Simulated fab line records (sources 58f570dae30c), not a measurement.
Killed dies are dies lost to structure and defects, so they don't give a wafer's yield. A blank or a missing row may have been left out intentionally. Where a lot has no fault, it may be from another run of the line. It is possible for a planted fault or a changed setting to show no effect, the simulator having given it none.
What tool caused it? ; flow berkeley-cmos170 ; 7 lots, 21 wafers sampled, at 4 steps of a route of 331

WHAT EACH GAUGE READ, for each wafer
UCB170_M3_RS_MEAS_02: a four-point-probe measurement.
lot;measured;on;M3_AL_RS (ohm/sq)
L779;day 9 14:40;film-metro-01;0.0325 0.0317 0.0323
L784;day 9 23:25;film-metro-02;0.0319 0.0320 0.0317
L786;day 11 10:53;film-metro-03;0.0321 0.0320 0.0321
L787;day 11 11:27;film-metro-02;0.0321 0.0321 0.0318
L788;day 11 13:10;film-metro-01;0.0327 0.0328 0.0324
L796;day 14 14:55;film-metro-02;0.0159 0.0159 0.0159
L797;day 14 16:07;film-metro-03;0.0322 0.0319 0.0318

EACH LOT AND THE TOOL THAT RAN IT (in order: tool; ch and the chambers of the sampled wafers; start)
lot;UCB170_CONTACT_STRIP_06;UCB170_CONTACT_STRIP_19;UCB170_M3_SPUTTER_01
L779;plasma-asher-01 ch 0, day 8 23:16;plasma-asher-03 ch 0,1, day 9 01:27;pvd-sputter-04, day 9 14:35
L784;plasma-asher-04 ch 0,1, day 9 10:34;plasma-asher-01 ch 0,1, day 9 12:08;pvd-sputter-04, day 9 23:17
L786;plasma-asher-01 ch 0,1, day 10 21:55;plasma-asher-03 ch 0,1, day 10 23:34;pvd-sputter-01, day 11 10:46
L787;plasma-asher-04 ch 0,1, day 10 21:57;plasma-asher-01 ch 0,1, day 10 23:50;pvd-sputter-02, day 11 11:20
L788;plasma-asher-01 ch 0, day 10 22:22;plasma-asher-03 ch 0,1, day 11 00:10;pvd-sputter-01, day 11 13:05
L796;plasma-asher-01 ch 0, day 13 22:14;plasma-asher-01 ch 0,1, day 14 00:20;pvd-sputter-01, day 14 14:34
L797;plasma-asher-03 ch 0,1, day 13 22:27;plasma-asher-03 ch 0,1, day 14 00:25;pvd-sputter-02, day 14 16:01
- UCB170_CONTACT_STRIP_06: strips in O2.
- UCB170_CONTACT_STRIP_19: strips in O2.
- UCB170_M3_SPUTTER_01: material Al, target thk 900 nm, time 120 s.

THE ANSWER, worked out from the rows above alone
Rule: the usual values come from the lots themselves. The widest of any qualifying gaps counts: lots, ordered by their means at a reading, are off when they make up no more than a third of the lots, leave a main group of 4 or more, and stand apart from it by 3 or more times the standard deviation of that group's means. Not used: any main group whose means are identical at the precision the tables above print for the reading. A lot without any number at a reading at which 4 lots or more have one is off too. Where the step has rows for the other lots, those lots are counted as sound.
Off: L796, at UCB170_M3_RS_MEAS_02 (M3_AL_RS). For the main group the mean is 0.0321 ohm/sq and the standard deviation 0.00025.
If a tool, at a process step before that reading, ran all the lots that are off and no sound lot after the first of them, it fits. The gauges at UCB170_M3_RS_MEAS_02 are tried like those tools. Can't be told from this: 3 tools fit, plasma-asher-01 at UCB170_CONTACT_STRIP_06 and UCB170_CONTACT_STRIP_19, pvd-sputter-01 at UCB170_M3_SPUTTER_01, film-metro-02 at UCB170_M3_RS_MEAS_02.

WHAT THE SIMULATOR PUT IN
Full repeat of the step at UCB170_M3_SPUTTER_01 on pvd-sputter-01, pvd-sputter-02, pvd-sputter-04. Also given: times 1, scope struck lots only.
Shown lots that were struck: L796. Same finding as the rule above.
